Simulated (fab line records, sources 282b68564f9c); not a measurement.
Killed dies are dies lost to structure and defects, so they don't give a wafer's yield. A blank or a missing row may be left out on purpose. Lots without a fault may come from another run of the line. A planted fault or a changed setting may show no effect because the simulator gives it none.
A struck lot beside a sound one | flow rit_cmos | 17 steps out of a route of 202
Sound: wafers L117.2, L117.3, L117.4. Struck: wafers L137.2, L137.3, L137.5. The cause comes at the end.
At each step with rows: each side's tool, then ch and its chambers, then its first start. Under that, the readings that differ: sound wafers | struck wafers | difference of the means | sigmas: that difference in standard deviations of wafers without a fault.
alike: readings whose means differ by less than 2 such deviations, and words and numbers that are the same on both sides. not compared: withheld readings, readings that some wafer has no value for, bounds like >300 that may hide the same value, and numbers for which the record gives no deviation and whose values overlap.
The two part at a step that has a row with sigmas, a row that says differs or no value, or rows on one side only. Numbers that don't overlap but have no deviation are shown without sigmas and don't part them. A reading that every wafer of one side lacks parts them only if that side has two wafers or more.

first, 1 step without rows for these wafers: RIT_PRETRO_DEVELOP_05 (develop time 68 s).
RIT_PRETRO_OVL_MEAS_06:
  sound on overlay-01, day 3 02:40; struck on overlay-02, day 7 04:32
  alike: PRETRO_OVL
then, 2 steps without rows for these wafers: RIT_PRETRO_HARDBAKE_07 (time 120 s); RIT_PRETRO_IMPLANT_08.
RIT_PRETRO_STRIP_09: strips in O2, time 180 s.
  sound on plasma_asher-03 ch 0,1, day 3 03:05; struck on plasma_asher-04 ch 0,1, day 7 04:58
  alike: drypump_motor_current_A
  not compared: rf_hours_counter_h
RIT_PRETRO_TW_MEAS_10:
  sound on film_metro-04, day 3 03:17; struck on film_metro-01, day 7 05:09
  reading   | sound             | struck            | difference | sigmas
  PRETRO_TW | 469.8 470.2 470.1 | 476.4 476.7 477.7 | +6.9       | +3
then, 5 steps without rows for these wafers: RIT_GATE_WET_ETCH_00 (etches SiO2 in BOE, target depth 56 nm, time 60 s); RIT_GATE_CLEAN_01 (cleans in SC1, time 600 s); RIT_GATE_CLEAN_02 (cleans in dHF, time 30 s); RIT_GATE_CLEAN_03 (cleans in SC2, time 600 s); RIT_GATE_CLEAN_04 (cleans in dHF, time 60 s).
RIT_FOX2_THK_MEAS_91:
  sound on film_metro-03, day 3 03:47; struck on film_metro-04, day 7 05:38
  alike: FIELD_OXIDE_LEFT_2_THK
RIT_GATE_OXIDATION_05: target thk 3 nm, ox time 270 s.
  sound on furnace-01 ch 0, day 3 04:54; struck on furnace-01 ch 0, day 7 06:51
  reading                                     | sound           | struck            | difference | sigmas
  model.SiO2_of_GATE_OXIDATION_05.thk_nm (nm) | 3.05 2.993 3.02 | 3.611 3.601 3.588 | +0.579     |
then, 1 step without rows for these wafers: RIT_GATE_ANNEAL_06 (time 600 s).
RIT_GATE_THK_MEAS_07:
  sound on film_metro-02, day 3 06:14; struck on film_metro-02, day 7 10:31
  reading             | sound          | struck         | difference | sigmas
  GATE_OXIDE_THK (nm) | 3.05 3.02 2.98 | 3.63 3.55 3.65 | +0.59      | +8
then, 1 step without rows for these wafers: RIT_GATE_CVD_08 (deposits poly-Si from SiH4, target thk 250 nm, time 2220 s).
RIT_M1_PROBE_99:
  sound on prober-01, day 4 07:10; struck on prober-02, day 8 11:35
  reading                             | sound             | struck            | difference | sigmas
  model.etest.pmos_0p3.r_on_ohm_um    | 6482 6415 6338    | 7239 7333 7270    | +869       |
  model.etest.pmos_turned.r_on_ohm_um | 3564 3596 3457    | 3858 3849 3882    | +324       |
  model.etest.pmos_0p15.r_on_ohm_um   | 2890 2842 2797    | 3068 3097 3073    | +236       |
  model.etest.nmos_0p3.r_on_ohm_um    | 2228 2216 2198    | 2432 2428 2454    | +224       |
  model.etest.nmos_0p15.drive_ua_um   | 440.2 448.1 449.3 | 398.7 396.1 397.7 | -48.4      |
  model.etest.nmos_narrow.drive_ua_um | 223.9 225 225.5   | 171.3 174.4 172.5 | -52.1      |
  model.etest.nmos_0p3.drive_ua_um    | 220.6 223.2 223.5 | 177 177 175.4     | -46        |
  alike: killed_at_front_end, killed_dies, killed_open, killed_short
  not compared: model.etest.nmos_0p15.r_on_ohm_um

WHERE THEY PART
First at RIT_PRETRO_TW_MEAS_10; last, within this record, at RIT_GATE_THK_MEAS_07. Later steps at which nothing parts them and some readings are alike: RIT_M1_PROBE_99.

WHY: what the simulator had put in
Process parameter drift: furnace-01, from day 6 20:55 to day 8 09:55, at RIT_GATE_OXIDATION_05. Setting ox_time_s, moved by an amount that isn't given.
